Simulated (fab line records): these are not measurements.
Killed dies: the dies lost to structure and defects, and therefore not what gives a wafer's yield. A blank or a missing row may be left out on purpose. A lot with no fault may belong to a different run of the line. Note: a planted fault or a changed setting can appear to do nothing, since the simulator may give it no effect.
fab line records | flow berkeley_cmos170 | part 2 of 2: steps 30 to 41 of 41
record lots=5 | wafers=15 | last_day=10
route steps=331 shown PSD@186 NSD@187 BACKSIDE@199 SDANNEAL@204 PLDD@208 NLDD@209 SILICIDE@210 CONTACT@216
lots with no fault: from the same line, run without faults
start_h: hours from the record's first day to the start of the lot's first wafer shown | wait_h: hours elapsed since this lot's preceding step | " unchanged from the row above | L1.1+2: a single row standing in for several wafers | - no value, or no start was given | * or withheld: withheld | < > ~ a bound
route shown NAME@n: NAME is a module with steps in the file, n the number in the route of the first one | usual: mean/standard deviation of fault-free wafers | same: alike in all rows | chamber/n: place in a boat | sites: the reading at each site | _std_site: standard deviation of those values | _edge_site: the outer-site mean with the inner-site mean subtracted | radius_mm: how far each site lies from the wafer's centre | mask NAME#n: copy n | behind: the last tool/chamber to shape the wafer | hold: reason for holding the lot/hours on hold/outcome of the hold | device: transistor that didn't switch, given as n, p or np | end of line: tests of these same wafers at the route's end | step lacking rows: just its recipe | killed: the dies lost at the first sort to structure and to defects; this is not the yield of the wafer | map: the dies of a wafer, with x for killed, . for not killed, _ for no die there
set.NAME: the setting that was run; set.NAME@STEP: the one run at that earlier step | model.NAME: the simulator's own value behind a step, which no gauge read
lots at some steps of the route; a table a step, a row a wafer
services: a tool's chamber out of use, with start hour (start_h, from the record's first day; less than 0 if before it), hours out, and reason
## steps
# step UCB170_SILICIDE_WET_ETCH_05
# recipe chemistry=SPM | time_s=45 | temp_c=120 | target=Ti
# usual bath_heat_duty_pct=13.9/1.3
lot.wafer | tool         | chamber | start_h | wait_h | bath_heat_duty_pct
L077.2    | wet_bench-04 | 2       | 146.47  | 0.1    | 12.0
L077.4    | "            | 2       | "       | "      | 12.7
L077.6    | "            | 2       | "       | "      | 12.2
L075.2    | wet_bench-04 | 1       | 146.90  | 0.1    | 14.7
L075.4    | "            | 1       | "       | "      | 14.9
L075.6    | "            | 1       | "       | "      | 15.8
L083.2    | wet_bench-03 | 3       | 191.60  | 0.1    | 13.0
L083.5    | "            | 3       | "       | "      | 13.4
L083.6    | "            | 3       | "       | "      | 14.0
L087.2    | wet_bench-04 | 1       | 203.10  | 0.1    | 14.3
L087.4    | "            | 1       | "       | "      | 13.7
L087.5    | "            | 1       | "       | "      | 14.6
L091.3    | wet_bench-04 | 1       | 222.50  | 0.0    | 14.3
L091.4    | "            | 1       | "       | "      | 16.0
L091.5    | "            | 1       | "       | "      | 14.9
# step UCB170_CONTACT_CLEAN_00
# recipe chemistry=SPM | temp_c=120 | time_s=600
# usual bath_heat_duty_pct=13.7/1.1
lot.wafer | tool         | chamber | start_h | wait_h | bath_heat_duty_pct
L077.2    | wet_bench-04 | 1       | 146.49  | 0.0    | 15.2
L077.4    | "            | 1       | "       | "      | 13.5
L077.6    | "            | 1       | "       | "      | 15.3
L075.2    | wet_bench-04 | 1       | 146.92  | 0.0    | 14.6
L075.4    | "            | 1       | "       | "      | 14.4
L075.6    | "            | 1       | "       | "      | 13.9
L083.2    | wet_bench-04 | 0       | 191.62  | 0.0    | 13.0
L083.5    | "            | 0       | "       | "      | 13.6
L083.6    | "            | 0       | "       | "      | 11.9
L087.2    | wet_bench-04 | 2       | 203.12  | 0.0    | 11.8
L087.4    | "            | 2       | "       | "      | 10.9
L087.5    | "            | 2       | "       | "      | 11.1
L091.3    | wet_bench-04 | 3       | 222.52  | 0.0    | 13.6
L091.4    | "            | 3       | "       | "      | 16.0
L091.5    | "            | 3       | "       | "      | 13.9
# step UCB170_CONTACT_CVD_01
# recipe material=PSG | target_thk_nm=700 | temp_c=450 | precursor=SiH4/O2/PH3 | time_s=2765 | pressure_mtorr=300 | sih4_flow_sccm=60 | o2_flow_sccm=90 | ph3_flow_sccm=25
# usual spike_tc_centre_C=451.8/1 | zone_power_source_pct=7.0/0.46
lot.wafer | tool     | chamber | start_h | wait_h | spike_tc_centre_C | zone_power_source_pct
L077.2    | lpcvd-02 | 0       | 146.66  | 0.0    | 451.1             | 6.3
L077.4    | "        | 0       | "       | "      | 452.0             | 6.5
L077.6    | "        | 0       | "       | "      | 451.8             | 6.4
L075.2    | lpcvd-02 | 1       | 148.45  | 1.3    | 452.8             | 6.6
L075.4    | "        | 1       | "       | "      | 453.4             | 6.6
L075.6    | "        | 1       | "       | "      | 453.6             | 6.7
L083.2    | lpcvd-02 | 0       | 191.81  | 0.0    | 450.8             | 6.4
L083.5    | "        | 0       | "       | "      | 450.5             | 6.4
L083.6    | "        | 0       | "       | "      | 451.7             | 6.5
L087.2    | lpcvd-01 | 1       | 203.77  | 0.5    | 453.6             | 6.8
L087.4    | "        | 1       | "       | "      | 452.8             | 6.9
L087.5    | "        | 1       | "       | "      | 452.0             | 6.7
L091.3    | lpcvd-02 | 0       | 224.54  | 1.9    | 451.3             | 6.3
L091.4    | "        | 0       | "       | "      | 451.3             | 6.5
L091.5    | "        | 0       | "       | "      | 451.8             | 6.4
# step UCB170_CONTACT_THK_MEAS_02
# recipe reads=PSG_of_CONTACT_CVD_01
# usual CONTACT_PSG_THK=687/6.7
lot.wafer | tool          | chamber | start_h | wait_h | CONTACT_PSG_THK[nm]
L077.2    | film_metro-04 | -       | 148.46  | 0.0    | 691
L077.4    | "             | -       | "       | "      | 678
L077.6    | "             | -       | "       | "      | 679
L075.2    | film_metro-04 | -       | 150.24  | 0.0    | 686
L075.4    | "             | -       | "       | "      | 689
L075.6    | "             | -       | "       | "      | 689
L083.2    | film_metro-01 | -       | 193.60  | 0.0    | 694
L083.5    | "             | -       | "       | "      | 683
L083.6    | "             | -       | "       | "      | 694
L087.2    | film_metro-04 | -       | 205.56  | 0.0    | 692
L087.4    | "             | -       | "       | "      | 686
L087.5    | "             | -       | "       | "      | 688
L091.3    | film_metro-01 | -       | 226.35  | 0.0    | 681
L091.4    | "             | -       | "       | "      | 674
L091.5    | "             | -       | "       | "      | 681
# step UCB170_CONTACT_HMDS_03
# recipe prime_time_s=60 | prime_temp_c=100
lot.wafer  | tool           | chamber | start_h | wait_h
L077.2+4+6 | litho_track-03 | 0       | 148.57  | 0.1
L075.2+4+6 | litho_track-02 | 0       | 150.39  | 0.1
L083.2+5+6 | litho_track-02 | 0       | 193.68  | 0.1
L087.2+4+5 | litho_track-03 | 0       | 205.64  | 0.1
L091.3+4+5 | litho_track-04 | 0       | 226.62  | 0.3
# step UCB170_CONTACT_COAT_04
# recipe resist=KrF | spin_rpm=1500 | resist_thk_nm=900
lot.wafer  | tool           | chamber | start_h | wait_h
L077.2+4+6 | litho_track-03 | 0       | 148.72  | 0.1
L075.2+4+6 | litho_track-02 | 0       | 150.54  | 0.1
L083.2+5+6 | litho_track-02 | 0       | 193.83  | 0.1
L087.2+4+5 | litho_track-03 | 0       | 205.79  | 0.1
L091.3+4+5 | litho_track-04 | 0       | 226.77  | 0.1
# step UCB170_CONTACT_SOFTBAKE_05
# recipe resist=KrF | temp_c=130 | time_s=60
lot.wafer  | tool           | chamber | start_h | wait_h
L077.2+4+6 | litho_track-03 | 0       | 148.87  | 0.1
L075.2+4+6 | litho_track-02 | 0       | 150.69  | 0.1
L083.2+5+6 | litho_track-02 | 0       | 193.98  | 0.1
L087.2+4+5 | litho_track-03 | 0       | 205.94  | 0.1
L091.3+4+5 | litho_track-04 | 0       | 226.92  | 0.1
# step UCB170_CONTACT_STRIP_06
# recipe chemistry=O2 | power_w=400 | pressure_mtorr=3500 | platen_temp_c=withheld | o2_flow_sccm=400 | overash_fraction=0.5
# usual drypump_motor_current_A=5.56/0.28 | oes_product_au=0.735/0.0043 | strip_time_to_endpoint_s=21.97/0.066
lot.wafer | tool            | chamber | start_h | wait_h | drypump_motor_current_A | oes_product_au | rf_hours_counter_h | strip_time_to_endpoint_s
L077.2    | plasma_asher-01 | 0       | 148.99  | 0.1    | 5.02                    | 0.739          | 45                 | 22.04
L077.4    | "               | 0       | "       | "      | 5.02                    | 0.728          | -                  | 21.99
L077.6    | "               | 1       | "       | "      | 5.66                    | 0.732          | -                  | 22.04
L075.2    | plasma_asher-04 | 0       | 150.81  | 0.1    | 5.55                    | 0.735          | 45                 | 21.98
L075.4    | "               | 1       | "       | "      | 5.89                    | 0.732          | -                  | 21.99
L075.6    | "               | 1       | "       | "      | 5.90                    | 0.728          | -                  | 22.06
L083.2    | plasma_asher-01 | 1       | 194.10  | 0.1    | 5.66                    | 0.740          | 50                 | 21.95
L083.5    | "               | 1       | "       | "      | 5.67                    | 0.740          | -                  | 22.00
L083.6    | "               | 0       | "       | "      | 5.03                    | 0.735          | -                  | 22.02
L087.2    | plasma_asher-02 | 0       | 206.06  | 0.1    | 5.76                    | 0.741          | 44                 | 21.88
L087.4    | "               | 1       | "       | "      | 5.52                    | 0.738          | -                  | 21.96
L087.5    | "               | 1       | "       | "      | 5.51                    | 0.741          | -                  | 21.92
L091.3    | plasma_asher-01 | 0       | 227.05  | 0.1    | 5.01                    | 0.735          | -                  | 21.97
L091.4    | "               | 1       | "       | "      | 5.66                    | 0.737          | -                  | 21.92
L091.5    | "               | 0       | "       | "      | 5.00                    | 0.733          | -                  | 21.92
# step UCB170_CONTACT_CLEAN_07
# recipe chemistry=SPM | temp_c=120 | time_s=600
# usual bath_heat_duty_pct=13.9/0.98
lot.wafer | tool         | chamber | start_h | wait_h | bath_heat_duty_pct
L077.2    | wet_bench-04 | 0       | 149.09  | 0.1    | 13.0
L077.4    | "            | 0       | "       | "      | 13.7
L077.6    | "            | 0       | "       | "      | 12.7
L075.2    | wet_bench-04 | 1       | 150.91  | 0.1    | 14.0
L075.4    | "            | 1       | "       | "      | 14.5
L075.6    | "            | 1       | "       | "      | 15.0
L083.2    | wet_bench-04 | 1       | 194.20  | 0.1    | 14.6
L083.5    | "            | 1       | "       | "      | 14.3
L083.6    | "            | 1       | "       | "      | 14.0
L087.2    | wet_bench-03 | 3       | 206.16  | 0.1    | 13.8
L087.4    | "            | 3       | "       | "      | 12.6
L087.5    | "            | 3       | "       | "      | 13.9
L091.3    | wet_bench-04 | 0       | 227.12  | 0.0    | 13.1
L091.4    | "            | 0       | "       | "      | 14.1
L091.5    | "            | 0       | "       | "      | 13.1
# step UCB170_CONTACT_RTA_08
# recipe temp_c=900 | time_s=10 | ambient=N2
# usual lamp_power_pct=25.4/0.37 | wafer_temp_C_max=904.2/1
lot.wafer | tool          | chamber | start_h | wait_h | lamp_power_pct | wafer_temp_C_max
L077.2    | rtp_anneal-02 | 0       | 149.28  | 0.0    | 25.8           | 903.2
L077.4    | "             | 0       | "       | "      | 25.7           | 903.5
L077.6    | "             | 0       | "       | "      | 25.7           | 903.4
L075.2    | rtp_anneal-02 | 0       | 151.10  | 0.0    | 25.7           | 903.4
L075.4    | "             | 0       | "       | "      | 25.7           | 902.7
L075.6    | "             | 0       | "       | "      | 25.7           | 903.2
L083.2    | rtp_anneal-02 | 0       | 194.42  | 0.0    | 25.8           | 902.4
L083.5    | "             | 0       | "       | "      | 25.7           | 905.3
L083.6    | "             | 0       | "       | "      | 25.7           | 904.0
L087.2    | rtp_anneal-02 | 0       | 206.35  | 0.0    | 25.7           | 903.2
L087.4    | "             | 0       | "       | "      | 25.7           | 903.6
L087.5    | "             | 0       | "       | "      | 25.7           | 903.4
L091.3    | rtp_anneal-02 | 0       | 227.32  | 0.0    | 25.7           | 903.3
L091.4    | "             | 0       | "       | "      | 25.7           | 903.9
L091.5    | "             | 0       | "       | "      | 25.7           | 903.7
# step UCB170_CONTACT_COAT_09
# recipe resist=BARC | temp_c=withheld | time_s=withheld | spin_rpm=3000 | resist_thk_nm=withheld
lot.wafer  | tool           | chamber | start_h | wait_h
L077.2+4+6 | litho_track-03 | 0       | 149.36  | 0.1
L075.2+4+6 | litho_track-04 | 0       | 151.18  | 0.1
L083.2+5+6 | litho_track-02 | 0       | 194.50  | 0.1
L087.2+4+5 | litho_track-04 | 0       | 206.43  | 0.1
L091.3+4+5 | litho_track-04 | 0       | 227.41  | 0.1
# step UCB170_CONTACT_COAT_10
# recipe resist=KrF | spin_rpm=1500 | resist_thk_nm=900
lot.wafer  | tool           | chamber | start_h | wait_h
L077.2+4+6 | litho_track-03 | 0       | -       | -
L075.2+4+6 | litho_track-04 | 0       | -       | -
L083.2+5+6 | litho_track-02 | 0       | -       | -
L087.2+4+5 | litho_track-04 | 0       | -       | -
L091.3+4+5 | litho_track-04 | 0       | -       | -
## services
tool            | chamber | start_h | hours | kind
krf_scanner-01  | 0       | 123.79  | -     | calibration
krf_scanner-01  | -       | 144.92  | 1.3   | pm
krf_scanner-01  | -       | 151.91  | 0.8   | pm
pvd_sputter-02  | -       | 179.99  | 1.5   | repair
plasma_asher-02 | -       | 193.46  | 1.0   | repair
lpcvd-02        | -       | 193.59  | 2.8   | pm
krf_scanner-02  | -       | 196.03  | 1.0   | pm
krf_scanner-02  | -       | 202.76  | 1.3   | pm
krf_scanner-01  | -       | 205.45  | 1.0   | pm
plasma_asher-03 | -       | 212.55  | 1.7   | repair
pvd_sputter-01  | -       | 214.16  | 4.2   | repair
krf_scanner-02  | 0       | 225.20  | -     | calibration
